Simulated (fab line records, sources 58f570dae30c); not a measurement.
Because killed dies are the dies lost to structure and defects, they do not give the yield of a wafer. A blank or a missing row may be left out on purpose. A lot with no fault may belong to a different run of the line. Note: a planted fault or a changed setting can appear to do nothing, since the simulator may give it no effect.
fab line records ; flow berkeleyCmos170
record lots=14; wafers=42; lastDay=13
route steps=331 shown START@4 ZERO@12 NWELL@16 ACTIVE@75
lots that met no fault: from a run of the same line without faults
startH: hours from the record's first day to the start of the lot's first wafer shown ; waitH: how many hours have passed since the lot's step before this one ; " unchanged from the row above ; L1.1+2: several wafers, shown together as one row ; - either no value or no given start ; * or withheld: withheld ; < > ~ a bound
route shown NAME@n: names a module that has steps shown in the file, with the first one's number in the route ; usual: the fault-free wafers' mean and standard deviation ; same: alike in all rows ; chamber/n: place in a boat ; sites: readings site by site ; _std_site: the values' standard deviation ; _edge_site: the outer-site mean with the inner-site mean subtracted ; radiusMm: for every site, how far away it sits from the centre of the wafer ; mask NAME#n: copy n ; behind: the most recent tool/chamber to have shaped the wafer ; hold: cause of the lot's hold/its duration in hours/its outcome ; device: the transistor (n, p or np) that didn't switch ; end of line: tests run on the same wafers once the route is complete ; where a step has no rows: the recipe by itself ; killed: not the wafer's yield, but the dies lost to structure and defects at the first sort ; map: dies across one wafer; x = killed, . = not, _ = none there
set.NAME: setting as actually run; set.NAME@STEP: the setting as run at that earlier step ; model.NAME: the simulator's own value behind a step, which no gauge read
the route's steps for a sample of lots (tables are steps, rows are wafers)
services: the hour from which a tool's chamber was out of use, counted from the record's first day as startH (under 0 if before that day), plus the number of hours and why
## steps
# step UCB170_START_THK_MEAS_03
# recipe reads=SiO2_of_START_OXIDATION_02
# usual START_OXIDE_THK=21.7/0.33
lot.wafer;tool;chamber;startH;waitH;START_OXIDE_THK[nm]
L527.2;filmMetro-01;-;15.07;0.0;21.4
L527.3;filmMetro-01;-;15.07;0.0;21.7
L527.6;filmMetro-01;-;15.07;0.0;21.1
L529.1;filmMetro-04;-;24.00;0.0;21.3
L529.4;filmMetro-04;-;24.00;0.0;20.9
L529.5;filmMetro-04;-;24.00;0.0;21.0
L532.1;filmMetro-02;-;39.45;0.0;22.0
L532.2;filmMetro-02;-;39.45;0.0;21.7
L532.4;filmMetro-02;-;39.45;0.0;21.8
L533.1;filmMetro-01;-;45.78;0.0;22.2
L533.3;filmMetro-01;-;45.78;0.0;21.6
L533.4;filmMetro-01;-;45.78;0.0;21.8
L534.1;filmMetro-02;-;50.20;0.0;22.1
L534.2;filmMetro-02;-;50.20;0.0;21.9
L534.4;filmMetro-02;-;50.20;0.0;21.8
L535.2;filmMetro-04;-;54.82;0.0;21.7
L535.3;filmMetro-04;-;54.82;0.0;21.6
L535.4;filmMetro-04;-;54.82;0.0;22.0
L537.2;filmMetro-02;-;64.42;0.0;21.9
L537.3;filmMetro-02;-;64.42;0.0;22.0
L537.5;filmMetro-02;-;64.42;0.0;22.2
L538.1;filmMetro-01;-;71.67;0.0;21.4
L538.2;filmMetro-01;-;71.67;0.0;21.5
L538.5;filmMetro-01;-;71.67;0.0;21.3
L539.1;filmMetro-04;-;76.57;0.0;22.1
L539.2;filmMetro-04;-;76.57;0.0;22.4
L539.4;filmMetro-04;-;76.57;0.0;22.3
L540.1;filmMetro-02;-;82.11;0.0;21.7
L540.4;filmMetro-02;-;82.11;0.0;21.7
L540.5;filmMetro-02;-;82.11;0.0;21.9
L545.3;filmMetro-01;-;102.23;0.0;21.7
L545.4;filmMetro-01;-;102.23;0.0;21.7
L545.6;filmMetro-01;-;102.23;0.0;21.5
L546.1;filmMetro-02;-;110.17;0.0;21.8
L546.4;filmMetro-02;-;110.17;0.0;21.4
L546.6;filmMetro-02;-;110.17;0.0;21.7
L549.2;filmMetro-04;-;122.34;0.0;21.9
L549.4;filmMetro-04;-;122.34;0.0;22.0
L549.5;filmMetro-04;-;122.34;0.0;22.2
L550.1;filmMetro-02;-;133.08;0.0;21.7
L550.2;filmMetro-02;-;133.08;0.0;21.8
L550.3;filmMetro-02;-;133.08;0.0;21.9
# step UCB170_ZERO_ETCH_06
# recipe chemistry=CHF3/CF4/Ar; target=SiO2; timeS=12; pressureMtorr=100; rfW=500; CHF3_flow_sccm=50; cf4FlowSccm=10; Ar_flow_sccm=120; overEtchFrac=1.58
# usual drypumpMotorCurrentA=5.9/0.37; oesProductAu=0.619/0.0073; rfFwdPowerW=491/3; throttleValvePct=9.24/0.13
lot.wafer;tool;chamber;startH;waitH;drypumpMotorCurrentA;oesProductAu;rfFwdPowerW;rfHoursCounterH;throttleValvePct
L527.2;rieDiel-02;2;20.05;-;6.5;0.621;495;139;9.43
L527.3;rieDiel-02;3;20.05;-;6.0;0.607;487;71;9.29
L527.6;rieDiel-02;2;20.05;-;6.5;0.619;497;-;9.42
L529.1;rieDiel-03;3;31.62;-;6.3;0.610;495;42;9.20
L529.4;rieDiel-03;1;31.62;-;5.6;0.625;492;76;9.36
L529.5;rieDiel-03;1;31.62;-;5.6;0.627;492;-;9.36
L532.1;rieDiel-03;3;45.81;-;6.3;0.623;496;43;9.21
L532.2;rieDiel-03;2;45.81;-;5.9;0.620;488;144;9.34
L532.4;rieDiel-03;1;45.81;-;5.5;0.623;492;77;9.35
L534.1;rieDiel-02;2;53.51;-;6.5;0.614;495;140;9.42
L534.2;rieDiel-02;0;53.51;-;5.9;0.624;489;49;9.14
L534.4;rieDiel-02;3;53.51;-;6.0;0.613;488;73;9.26
L533.1;rieDiel-02;0;53.63;-;5.9;0.620;488;49;9.13
L533.3;rieDiel-02;3;53.63;-;6.0;0.625;486;73;9.28
L533.4;rieDiel-02;2;53.63;-;6.5;0.618;497;140;9.43
L535.2;rieDiel-03;0;60.36;-;6.1;0.609;492;10;9.20
L535.3;rieDiel-03;3;60.36;-;6.3;0.628;494;43;9.17
L535.4;rieDiel-03;1;60.36;-;5.5;0.623;493;78;9.35
L537.2;rieDiel-04;0;69.07;-;5.5;0.619;491;161;9.14
L537.3;rieDiel-04;2;69.07;-;4.9;0.612;491;139;9.35
L537.5;rieDiel-04;0;69.07;-;5.5;0.628;491;-;9.12
L539.1;rieDiel-03;3;79.89;-;6.3;0.614;495;45;9.17
L539.2;rieDiel-03;0;79.89;-;6.0;0.617;493;11;9.19
L539.4;rieDiel-03;2;79.89;-;5.8;0.624;491;145;9.34
L538.1;rieDiel-02;3;80.10;-;6.0;0.618;488;74;9.28
L538.2;rieDiel-02;1;80.10;-;5.8;0.620;491;33;8.96
L538.5;rieDiel-02;2;80.10;-;6.5;0.623;495;-;9.42
L540.1;rieDiel-02;0;90.05;-;5.9;0.618;491;51;9.13
L540.4;rieDiel-02;3;90.05;-;6.0;0.620;489;74;9.28
L540.5;rieDiel-02;0;90.05;-;5.9;0.621;491;-;9.13
L545.3;rieDiel-04;2;109.65;-;4.9;0.621;490;142;9.35
L545.4;rieDiel-04;2;109.65;-;4.9;0.622;492;-;9.36
L545.6;rieDiel-04;1;109.65;-;5.7;0.608;491;-;9.18
L546.1;rieDiel-02;1;114.79;-;5.8;0.621;493;35;8.95
L546.4;rieDiel-02;2;114.79;-;6.5;0.611;495;144;9.42
L546.6;rieDiel-02;2;114.79;-;6.5;0.621;496;-;9.43
L549.2;rieDiel-04;2;130.10;-;4.9;0.606;489;143;9.35
L549.4;rieDiel-04;2;130.10;-;4.9;0.618;488;-;9.35
L549.5;rieDiel-04;3;130.10;-;6.1;0.643;489;-;9.28
L550.1;rieDiel-02;2;140.01;-;6.5;0.625;493;145;9.42
L550.2;rieDiel-02;3;140.01;-;6.0;0.622;487;77;9.28
L550.3;rieDiel-02;1;140.01;-;5.8;0.612;491;36;8.95
# step UCB170_NWELL_THK_MEAS_02
# recipe reads=SiO2_of_NWELL_OXIDATION_01
# usual NWELL_OXIDE_THK=26.4/0.39
lot.wafer;tool;chamber;startH;waitH;NWELL_OXIDE_THK[nm]
L527.2;filmMetro-02;-;22.23;0.0;26.3
L527.3;filmMetro-02;-;22.23;0.0;26.1
L527.6;filmMetro-02;-;22.23;0.0;26.2
L529.1;filmMetro-02;-;37.17;0.0;26.4
L529.4;filmMetro-02;-;37.17;0.0;26.5
L529.5;filmMetro-02;-;37.17;0.0;26.2
L532.1;filmMetro-03;-;52.90;0.0;26.5
L532.2;filmMetro-03;-;52.90;0.0;26.3
L532.4;filmMetro-03;-;52.90;0.0;27.0
L534.1;filmMetro-03;-;59.88;0.0;26.1
L534.2;filmMetro-03;-;59.88;0.0;26.1
L534.4;filmMetro-03;-;59.88;0.0;25.9
L533.1;filmMetro-03;-;59.94;0.1;26.8
L533.3;filmMetro-03;-;59.94;0.1;26.6
L533.4;filmMetro-03;-;59.94;0.1;26.8
L535.2;filmMetro-02;-;66.08;0.0;25.7
L535.3;filmMetro-02;-;66.08;0.0;25.7
L535.4;filmMetro-02;-;66.08;0.0;26.2
L537.2;filmMetro-02;-;76.91;0.0;26.6
L537.3;filmMetro-02;-;76.91;0.0;27.0
L537.5;filmMetro-02;-;76.91;0.0;26.8
L538.1;filmMetro-02;-;87.46;0.0;27.0
L538.2;filmMetro-02;-;87.46;0.0;27.0
L538.5;filmMetro-02;-;87.46;0.0;27.1
L539.1;filmMetro-04;-;87.46;0.0;27.0
L539.2;filmMetro-04;-;87.46;0.0;26.9
L539.4;filmMetro-04;-;87.46;0.0;26.5
L540.1;filmMetro-03;-;96.17;0.1;26.5
L540.4;filmMetro-03;-;96.17;0.1;26.8
L540.5;filmMetro-03;-;96.17;0.1;26.7
L545.3;filmMetro-04;-;115.58;0.0;26.3
L545.4;filmMetro-04;-;115.58;0.0;26.2
L545.6;filmMetro-04;-;115.58;0.0;26.0
L546.1;filmMetro-03;-;120.21;0.0;26.3
L546.4;filmMetro-03;-;120.21;0.0;26.2
L546.6;filmMetro-03;-;120.21;0.0;26.2
L549.2;filmMetro-02;-;135.77;0.0;25.6
L549.4;filmMetro-02;-;135.77;0.0;25.7
L549.5;filmMetro-02;-;135.77;0.0;25.8
L550.1;filmMetro-02;-;146.16;0.1;26.2
L550.2;filmMetro-02;-;146.16;0.1;25.9
L550.3;filmMetro-02;-;146.16;0.1;25.9
# step UCB170_ACTIVE_ETCH_15
# recipe chemistry=CH3F/Ar/O2; target=Si3N4; stopOn=SiO2; CH3F_flow_sccm=20; Ar_flow_sccm=50; O2_flow_sccm=7; pressureMtorr=50; rfW=450; targetDepthA=2420; overEtchFrac=0.1; timeS=151
# usual drypumpMotorCurrentA=5.9/0.41; oesProductAu=0.945/0.0088; rfFwdPowerW=447.9/1.4; throttleValvePct=8.06/0.12
lot.wafer;tool;chamber;startH;waitH;drypumpMotorCurrentA;oesProductAu;rfFwdPowerW;rfHoursCounterH;throttleValvePct
L527.2;rieDiel-03;0;89.48;0.0;6.0;0.940;446.8;12;8.03
L527.3;rieDiel-03;3;89.48;0.0;6.3;0.947;449.7;45;8.01
L527.6;rieDiel-03;0;89.48;0.0;6.0;0.930;448.9;-;8.03
L529.1;rieDiel-03;3;97.43;0.0;6.3;0.947;449.3;45;8.05
L529.4;rieDiel-03;1;97.43;0.0;5.5;0.971;447.8;79;8.16
L529.5;rieDiel-03;2;97.43;0.0;5.8;0.955;451.5;-;8.14
L532.1;rieDiel-03;0;109.60;0.0;6.0;0.932;445.9;13;8.04
L532.2;rieDiel-03;3;109.60;0.0;6.3;0.929;447.4;46;8.02
L532.4;rieDiel-03;2;109.60;0.0;5.8;0.947;448.6;147;8.15
L534.1;rieDiel-02;1;120.16;0.0;5.8;0.944;447.9;35;7.78
L534.2;rieDiel-02;0;120.16;0.0;5.9;0.938;449.3;53;7.97
L534.4;rieDiel-02;2;120.16;0.0;6.5;0.951;446.0;144;8.22
L533.1;rieDiel-03;1;120.43;0.0;5.6;0.956;445.9;80;8.16
L533.3;rieDiel-03;0;120.43;0.0;6.0;0.946;448.3;13;8.02
L533.4;rieDiel-03;2;120.43;0.0;5.9;0.949;446.0;148;8.14
L535.2;rieDiel-03;3;133.11;0.0;6.3;0.932;448.9;47;8.01
L535.3;rieDiel-03;2;133.11;0.0;5.8;0.935;447.9;148;8.15
L535.4;rieDiel-03;0;133.11;0.0;6.0;0.937;443.6;14;8.03
L538.1;rieDiel-02;0;147.64;0.0;5.9;0.947;448.7;54;7.97
L538.2;rieDiel-02;1;147.64;0.0;5.8;0.951;448.1;36;7.80
L538.5;rieDiel-02;3;147.64;0.0;6.0;0.953;448.5;-;8.10
L537.2;rieDiel-03;1;147.88;0.0;5.5;0.950;447.5;81;8.17
L537.3;rieDiel-03;0;147.88;0.0;6.0;0.939;448.1;14;8.02
L537.5;rieDiel-03;3;147.88;0.0;6.3;0.941;447.9;-;8.02
L539.1;rieDiel-02;3;156.33;0.0;6.0;0.944;447.1;78;8.08
L539.2;rieDiel-02;1;156.33;0.0;5.8;0.954;448.6;37;7.79
L539.4;rieDiel-02;2;156.33;0.0;6.5;0.948;448.6;145;8.21
L540.1;rieDiel-02;0;173.63;0.0;5.9;0.932;447.6;55;7.98
L540.4;rieDiel-02;3;173.63;0.0;6.0;0.932;445.8;78;8.08
L540.5;rieDiel-02;2;173.63;0.0;6.5;0.938;448.5;-;8.21
L545.3;rieDiel-02;2;181.14;0.0;6.5;0.942;448.1;147;8.21
L545.4;rieDiel-02;1;181.14;0.0;5.8;0.952;448.5;38;7.78
L545.6;rieDiel-02;0;181.14;0.0;5.8;0.962;446.3;-;7.97
L546.1;rieDiel-02;3;189.03;0.0;6.0;0.937;375.2;79;8.09
L546.4;rieDiel-02;2;189.03;0.0;6.5;0.934;377.9;147;8.22
L546.6;rieDiel-02;0;189.03;0.0;5.9;0.945;373.3;-;7.95
L549.2;rieDiel-02;0;197.85;0.0;5.9;0.942;375.6;56;7.97
L549.4;rieDiel-02;3;197.85;0.0;6.0;0.941;375.1;-;8.10
L549.5;rieDiel-02;1;197.85;0.0;5.8;0.933;377.6;-;7.79
L550.1;rieDiel-01;0;214.60;0.0;6.5;0.949;448.1;95;8.28
L550.2;rieDiel-01;1;214.60;0.0;5.0;0.949;449.5;144;8.08
L550.3;rieDiel-01;2;214.60;0.0;5.1;0.930;450.0;69;8.09
# step UCB170_ACTIVE_STRIP_16
# recipe chemistry=O2; powerW=400; pressureMtorr=3500; platenTempC=withheld; o2FlowSccm=400; overashFraction=0.5
# usual drypumpMotorCurrentA=5.7/0.59; oesProductAu=0.721/0.0045; stripTimeToEndpointS=18.12/0.097
lot.wafer;tool;chamber;startH;waitH;drypumpMotorCurrentA;oesProductAu;rfHoursCounterH;stripTimeToEndpointS
L527.2;plasmaAsher-02;1;89.58;0.1;6.5;0.720;35;18.15
L527.3;plasmaAsher-02;1;89.58;0.1;6.5;0.717;-;18.09
L527.6;plasmaAsher-02;0;89.58;0.1;5.6;0.722;-;18.17
L529.1;plasmaAsher-03;1;97.53;0.1;5.1;0.722;32;18.11
L529.4;plasmaAsher-03;1;97.53;0.1;5.2;0.721;-;18.05
L529.5;plasmaAsher-03;0;97.53;0.1;4.9;0.709;-;18.22
L532.1;plasmaAsher-04;0;109.70;0.1;6.3;0.723;33;18.20
L532.2;plasmaAsher-04;1;109.70;0.1;5.7;0.720;33;18.14
L532.4;plasmaAsher-04;1;109.70;0.1;5.7;0.722;-;18.15
L534.1;plasmaAsher-02;1;120.26;0.1;6.5;0.720;39;18.18
L534.2;plasmaAsher-02;0;120.26;0.1;5.7;0.715;39;18.07
L534.4;plasmaAsher-02;0;120.26;0.1;5.7;0.721;-;18.08
L533.1;plasmaAsher-02;0;120.53;0.1;5.7;0.721;39;18.16
L533.3;plasmaAsher-02;0;120.53;0.1;5.7;0.726;-;18.14
L533.4;plasmaAsher-02;1;120.53;0.1;6.5;0.721;-;18.19
L535.2;plasmaAsher-02;1;133.21;0.1;6.5;0.720;40;18.01
L535.3;plasmaAsher-02;1;133.21;0.1;6.5;0.724;-;18.12
L535.4;plasmaAsher-02;0;133.21;0.1;5.6;0.721;-;18.13
L538.1;plasmaAsher-03;0;147.74;0.1;4.8;0.727;37;18.08
L538.2;plasmaAsher-03;1;147.74;0.1;5.1;0.720;37;18.12
L538.5;plasmaAsher-03;0;147.74;0.1;4.8;0.717;-;17.91
L537.2;plasmaAsher-04;1;147.98;0.1;5.7;0.722;37;17.94
L537.3;plasmaAsher-04;0;147.98;0.1;6.3;0.722;-;18.10
L537.5;plasmaAsher-04;1;147.98;0.1;5.7;0.720;-;17.98
L539.1;plasmaAsher-04;0;156.43;0.1;6.3;0.717;38;17.87
L539.2;plasmaAsher-04;1;156.43;0.1;5.7;0.724;38;18.16
L539.4;plasmaAsher-04;0;156.43;0.1;6.3;0.722;-;18.10
L540.1;plasmaAsher-03;1;173.73;0.1;5.2;0.721;40;18.04
L540.4;plasmaAsher-03;1;173.73;0.1;5.2;0.720;-;18.01
L540.5;plasmaAsher-03;1;173.73;0.1;5.1;0.720;-;18.14
L545.3;plasmaAsher-02;0;181.27;0.1;5.7;0.721;-;18.16
L545.4;plasmaAsher-02;1;181.27;0.1;6.5;0.723;-;18.24
L545.6;plasmaAsher-02;0;181.27;0.1;5.7;0.721;-;18.06
L546.1;plasmaAsher-03;0;189.13;0.1;4.8;0.724;41;18.36
L546.4;plasmaAsher-03;0;189.13;0.1;4.8;0.721;-;18.48
L546.6;plasmaAsher-03;1;189.13;0.1;5.2;0.720;-;18.43
L549.2;plasmaAsher-03;1;197.95;0.1;5.1;0.720;42;18.57
L549.4;plasmaAsher-03;1;197.95;0.1;5.2;0.720;-;18.45
L549.5;plasmaAsher-03;1;197.95;0.1;5.1;0.724;-;18.59
L550.1;plasmaAsher-02;0;214.70;0.1;5.6;0.718;48;18.00
L550.2;plasmaAsher-02;1;214.70;0.1;6.5;0.727;48;18.05
L550.3;plasmaAsher-02;1;214.70;0.1;6.5;0.726;-;18.24
## services
tool;chamber;startH;hours;kind
rieDiel-01;3;-3.90;3.2;repair
rieDiel-03;-;-1.92;2.8;pm
rieDiel-02;0;20.57;32.2;repair
plasmaAsher-02;-;23.29;2.8;pm
rieDiel-02;2;30.72;15.3;repair
rieDiel-04;-;31.73;28.1;pm
rieDiel-03;0;34.50;7.4;repair
rieDiel-02;3;41.22;8.2;repair
plasmaAsher-02;-;44.89;5.4;repair
plasmaAsher-02;-;50.27;14.6;pm
rieDiel-01;0;69.95;5.5;repair
rieDiel-04;-;82.58;10.8;repair
rieDiel-03;1;85.72;5.6;repair
rieDiel-04;-;86.23;0.1;repair
rieDiel-01;-;97.64;28.1;pm
rieDiel-03;-;136.02;1.7;repair
rieDiel-03;2;142.76;7.3;repair
rieDiel-03;-;149.78;4.3;pm
rieDiel-02;-;167.71;0.4;repair
rieDiel-01;3;167.98;15.8;repair
plasmaAsher-03;-;174.90;2.8;pm
plasmaAsher-04;-;184.38;2.9;repair
rieDiel-02;-;193.40;4.3;pm
rieDiel-04;3;210.00;3.5;repair
## key
firstSign step=UCB170_ACTIVE_ETCH_15; reading=rfFwdPowerW; direction=down; sigmas=50; usual=447.9; struck=375.8
effect step=UCB170_ACTIVE_STRIP_16; reading=stripTimeToEndpointS; direction=up; sigmas=3.8; usual=*; struck=*
metAt UCB170_ACTIVE_ETCH_15
struckLots L546,L549
laterRowsLeftOut L546.4
sortLeftOut L546.1,L546.4,L546.6,L549.2,L549.4,L549.5
testerLeftOut L546,L549
notActingAt UCB170_START_THK_MEAS_03,UCB170_ZERO_ETCH_06,UCB170_NWELL_THK_MEAS_02
onsetBetween 181.14 189.03
fault kind=processParameterDrift; tool=rieDiel-02; chamber=-; onsetH=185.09; steps=UCB170_ACTIVE_ETCH_15; channel=rfW; offset=-72; shape=step; endH=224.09; actsIn=theseRecipesOnly; stated=450
# testerLeftOut: of these lots the tester's yield and bins aren't shown, on N5 and GAA mostly nor the transistor test; their killed dies are dies lost to structure and defects alone, not to doping, threshold or leakage, so they don't give the yield
# sortLeftOut: the simulated sort isn't trusted on such a fault, so these wafers' sort isn't shown, and their yield isn't known
# laterRowsLeftOut: the simulator's readings of these wafers behind a module that went badly wrong aren't trusted and aren't shown, but for the sort
